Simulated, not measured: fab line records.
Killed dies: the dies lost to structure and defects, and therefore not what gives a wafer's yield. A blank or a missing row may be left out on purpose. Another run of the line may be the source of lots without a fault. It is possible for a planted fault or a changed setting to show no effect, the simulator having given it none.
Comparing a struck lot with a sound one :: flow berkeley cmos170 :: 17 out of 331 route steps
Sound: wafers L793.1, L793.3, L793.5. Wafers struck: L786.1, L786.4, L786.5. The cause is given at the end.
For every step that has rows: the tool of each side, followed by ch and its chambers, followed by its first start. Under that, the readings that differ: sound wafers :: struck wafers :: difference of the means :: sigmas: that difference in standard deviations of wafers without a fault.
alike: a reading whose means differ by less than 2 such deviations, as well as words and numbers matching on both sides. not compared: withheld readings; readings where some wafer has no value; bounds like >300 that might hide an equal value; numbers whose values overlap and for which the record gives no deviation.
The two part at a step that has a row with sigmas, a row that says differs or no value, or rows on one side only. Numbers that have no deviation but don't overlap get no sigmas and don't part them. A reading missing from all wafers of one side parts the sides only when that side holds two or more wafers.

UCB170_GATE_ETCH_15: etches poly-Si in HBr/Cl2, stops on SiO2, time 56.3 s, target depth 278.2 nm.
  sound on rie si-02 ch 1,2,3, day 11 02:39; struck on rie si-02 ch 1,3, day 9 07:56
  alike: drypump motor current A, oes product au, throttle valve pct
  not compared: rf hours counter h
UCB170_GATE_STRIP_16: strips in O2.
  sound on plasma asher-01 ch 0,1, day 11 02:41; struck on plasma asher-02 ch 0,1, day 9 07:59
  alike: drypump motor current A, oes product au
  not compared: rf hours counter h
UCB170_GATE_CD_MEAS_90 targets a cd of 350 nm.
  sound on cd sem-01, day 11 02:47; struck on cd sem-01, day 9 08:05
  alike: cd nm
then, 7 steps without rows for these wafers: UCB170_GATE_CLEAN_17 (cleans in SPM, time 600 s); UCB170_PLDD_HMDS_00 (prime time 60 s); UCB170_PLDD_COAT_01 (resist thk 900 nm); UCB170_PLDD_SOFTBAKE_02 (time 60 s); UCB170_PLDD_EXPOSE_03 (exposes mask PSELECT, target cd 1200 nm); UCB170_PLDD_PEB_04; UCB170_PLDD_DEVELOP_05 (develop time 45 s).
UCB170_PLDD_CD_MEAS_06 targets a cd of 1200 nm.
  sound on cd sem-01, day 11 04:26; struck on cd sem-02, day 9 09:43
  alike: cd nm
UCB170_PLDD_OVL_MEAS_07:
  sound on overlay-01, day 11 04:33; struck on overlay-02, day 9 09:50
  alike: PLDD_OVL
UCB170_PLDD_IMPLANT_08:
  sound on implanter-01 ch 0, day 11 04:35; struck on implanter-04 ch 0, day 9 09:52
reading: beam on s (s)
sound: 9.97 10.03 10.18
struck: 42.49 40.12 40.37
difference: +30.93
sigmas: +99 or more

reading: dose ions cm2
sound: 5.009e+13 5.004e+13 5.01e+13
struck: 2.5006e+14 2.5007e+14 2.5005e+14
difference: +1.9998e+14
sigmas: +99 or more

reading: faraday current uA
sound: 158.8 157.4 155.5
struck: 185.9 197.6 197.0
difference: +36.3
sigmas: +13
  alike: tilt deg
next, for these wafers, 1 step has no rows: UCB170_PLDD_IMPLANT_09.
UCB170_PLDD_STRIP_10: strips in O2.
  sound on plasma asher-03 ch 0,1, day 11 04:53; struck on plasma asher-04 ch 0, day 9 10:10
reading: strip time to endpoint s (s)
sound: 21.43 21.50 21.50
struck: 21.67 21.69 21.74
difference: +0.22
sigmas: +3
  alike: drypump motor current A, oes product au
  not compared: rf hours counter h
UCB170_PLDD_TW_MEAS_11:
  sound on film metro-02, day 11 04:59; struck on film metro-02, day 9 10:31
reading: PLDD_TW
sound: 1010 1002 1009
struck: 1425 1419 1430
difference: +418
sigmas: +91
  not compared: hold
UCB170_M3_PROBE_99:
  the record holds rows for the sound wafers here (prober-02, day 12 18:13) but none for the struck ones

## WHERE THEY PART
First at UCB170_PLDD_IMPLANT_08; last, within this record, at UCB170_M3_PROBE_99.

WHY: what had been put in by the simulator
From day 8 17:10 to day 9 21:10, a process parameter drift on implanter-04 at UCB170_PLDD_IMPLANT_08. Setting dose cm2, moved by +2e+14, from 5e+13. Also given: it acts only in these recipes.
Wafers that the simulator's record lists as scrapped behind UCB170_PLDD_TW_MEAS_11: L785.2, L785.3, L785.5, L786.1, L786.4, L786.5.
